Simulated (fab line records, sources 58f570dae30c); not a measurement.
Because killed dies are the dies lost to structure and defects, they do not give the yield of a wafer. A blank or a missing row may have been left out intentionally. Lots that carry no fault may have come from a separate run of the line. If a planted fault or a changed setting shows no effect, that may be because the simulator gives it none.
Problem report in the 8D (eight disciplines) form, filled by code | flow berkeley-cmos170 | the parts of the form that need people (team, actions taken, sign-off) are left out

1. THE PROBLEM
Mean of developer-temp-C at UCB170_NLDD_DEVELOP_05: 20.15 C across 6 wafers in 2 lots; on wafers with no fault it is 21.01 C (standard deviation 0.11). Relative to the usual mean, that is a shift of -7.8 standard deviations.
The step: develop time 45 s.
Seen first at day 9 09:00 on litho-track-01, wafer L249.1. The record has a number at this step for 42 wafers belonging to 14 lots. Rule for "out" (also "out of limits"): further than 4 standard deviations from the usual mean. Any other wafer with a number is counted as sound.

2. WHAT IT IS AND WHAT IT IS NOT
question                    | is                     | is not
which readings at this step | developer-temp-C       | exhaust-pa
which lots                  | L249, L253             | L235, L237, L238, L239, L240, L241, L242, L243, L247, L254, L256, L258
which wafers of those lots  | all that have a number | -
read on which tools         | litho-track-01         | litho-track-03, litho-track-04
when                        | from day 9 09:00       | up to then (27 sound wafers); but 9 sound wafers of L254, L256, L258 came after

3. WHAT RULES OUT EACH SUSPECT
Counting: a tool at any process step up to the reading remains a suspect when it ran all the lots that are out and ran no sound lot after the first of those.
- rie-si-02 at UCB170_GATE_ETCH_15 (etches poly-Si in HBr/Cl2, stops on SiO2, time 56.3 s, target depth 278.2 nm): ruled out as a lasting fault. After its first lot that is out, L249 (day 9 06:31), sound lots L258 ran on it.
- litho-track-01 at UCB170_NLDD_DEVELOP_05 (develop time 45 s): kept. Every lot that is out went through it, starting with L249 (day 9 09:00), and after that it ran no sound lot; the last sound lot it ran before then is L240 (day 7 16:00). Its own readings are out on those wafers: developer-temp-C.
After counting, what remains is litho-track-01 at UCB170_NLDD_DEVELOP_05.

4. THE CAUSE (what the simulator had put in)
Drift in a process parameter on litho-track-01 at UCB170_NLDD_DEVELOP_05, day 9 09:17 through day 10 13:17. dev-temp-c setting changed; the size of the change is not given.
The count eliminated every tool but this one.

5. THE CHAIN OF EFFECTS, in route order
Each row: a reading where the mean over the struck wafers with a number is more than 3 standard deviations away from the usual. Scope: only readings with a usual standard deviation given in the record; hours: median across lots of the time from each lot's start at the first step in this table that gives one to its start at this step; sigmas: change in usual standard deviations.
hours | step                   | reading          | usual   | on struck wafers | change | sigmas
0     | UCB170_NLDD_DEVELOP_05 | developer-temp-C | 21.01 C | 20.15            | -0.86  | -7.8
The process steps in it:
- UCB170_NLDD_DEVELOP_05: develop time 45 s.

6. HOW IT WOULD HAVE BEEN CAUGHT EARLIER
In this record the first reading out of limits was taken at day 9 09:00.
